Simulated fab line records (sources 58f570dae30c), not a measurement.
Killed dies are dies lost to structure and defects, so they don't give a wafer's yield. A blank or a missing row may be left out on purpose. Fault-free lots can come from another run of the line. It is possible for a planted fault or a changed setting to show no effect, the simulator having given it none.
Split-lot study + flow berkeley_cmos170 + on a route of 331 steps: 5 lots, 15 wafers read

## ABOUT THE SPLIT
At UCB170_M3_COAT_10 (resist thk 900 nm), the setting resist_thk_nm was moved away from the recipe's 900 nm on 7 of the 15 wafers read, by -4.9% to +4.2%. All remaining wafers had this setting at the recipe value.

The reading is taken at the split's own step.

## THE READING
KrF_of_M3_COAT_10.thk_nm (the simulator's own value, which no gauge read), in nm, at UCB170_M3_COAT_10 (resist thk 900 nm). There is no usual value for it anywhere in the file. Average 898.5 nm, standard deviation 2.5 nm, over the 8 wafers here run with the recipe.

| wafer  | tool, chamber at the split | resist_thk_nm as run, nm | against the recipe | KrF_of_M3_COAT_10.thk_nm, nm | against lot-mates on the recipe |
|--------|----------------------------|--------------------------|--------------------|------------------------------|---------------------------------|
| L074.2 | litho_track-01, 0          | 900                      | recipe             | 896.4                        | -                               |
| L074.3 | litho_track-01, 0          | 861.6                    | -4.3%              | 858.5                        | -38.2                           |
| L074.4 | litho_track-01, 0          | 900                      | recipe             | 897                          | -                               |
| L076.1 | litho_track-03, 0          | 900                      | recipe             | 896.8                        | -                               |
| L076.2 | litho_track-03, 0          | 900                      | recipe             | 896.5                        | -                               |
| L076.6 | litho_track-03, 0          | 900                      | recipe             | 899.2                        | -                               |
| L085.1 | litho_track-04, 0          | 855.7                    | -4.9%              | 858.2                        | -44.4                           |
| L085.2 | litho_track-04, 0          | 900                      | recipe             | 901.6                        | -                               |
| L085.6 | litho_track-04, 0          | 900                      | recipe             | 903.6                        | -                               |
| L082.2 | litho_track-04, 0          | 937.6                    | +4.2%              | 940                          | no lot-mate on the recipe       |
| L082.3 | litho_track-04, 0          | 937.6                    | +4.2%              | 937.8                        | no lot-mate on the recipe       |
| L080.1 | litho_track-03, 0          | 857.9                    | -4.7%              | 853.2                        | -44.0                           |
| L080.4 | litho_track-03, 0          | 900                      | recipe             | 897.2                        | -                               |
| L080.5 | litho_track-03, 0          | 857.9                    | -4.7%              | 854.7                        | -42.5                           |
| L080.6 | litho_track-03, 0          | 857.9                    | -4.7%              | 854.2                        | -43.0                           |

THE FIT
A straight line over all 15 wafers: KrF_of_M3_COAT_10.thk_nm changes by +9.35 nm for each +1% of resist_thk_nm; r = +1.00; the points scatter about the line by 2.6 nm.
The same after taking each lot's own level away (the mean of its wafers on the recipe; 13 wafers): +9.14 nm for each +1%; r = +1.00; scatter 0.92 nm.
The reading moves by 45 nm for the largest change in resist_thk_nm, on that fit.
Measured against the standard deviation above, the lots' own levels, which go from 896.70 to 902.60 nm, span 2.3 times it.
The two slopes agree, so the slope changes little with the lot-to-lot level.
Check: for one of the wafers moved furthest among these (-4.9%), held out of the fit, the line's prediction against its lot-mates is -45.1 nm. It came out at -44.4 nm against them.

## THESE WAFERS: OTHER SPLITS
Other splits were also applied to these wafers ahead of the reading. Each is held against what the fit with the lots' levels taken away leaves over:
| other split on the same wafers      | wafers away from the commonest value | r with KrF_of_M3_COAT_10.thk_nm (lot level and that fit taken away) |
|-------------------------------------|--------------------------------------|---------------------------------------------------------------------|
| UCB170_M2_EXPOSE_12 dose_mj         | 6                                    | -0.50                                                               |
| UCB170_V2_CMP_02 leave_above_ref_nm | 4                                    | -0.23                                                               |
| UCB170_V2_COAT_07 resist_thk_nm     | 5                                    | -0.06                                                               |
| UCB170_M3_SPUTTER_01 time_s         | 2                                    | +0.26                                                               |

## THE FILE'S OWN FIT
KrF_of_M3_COAT_10.thk_nm changes by +9.07 nm for each +1% of resist_thk_nm, r = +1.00.
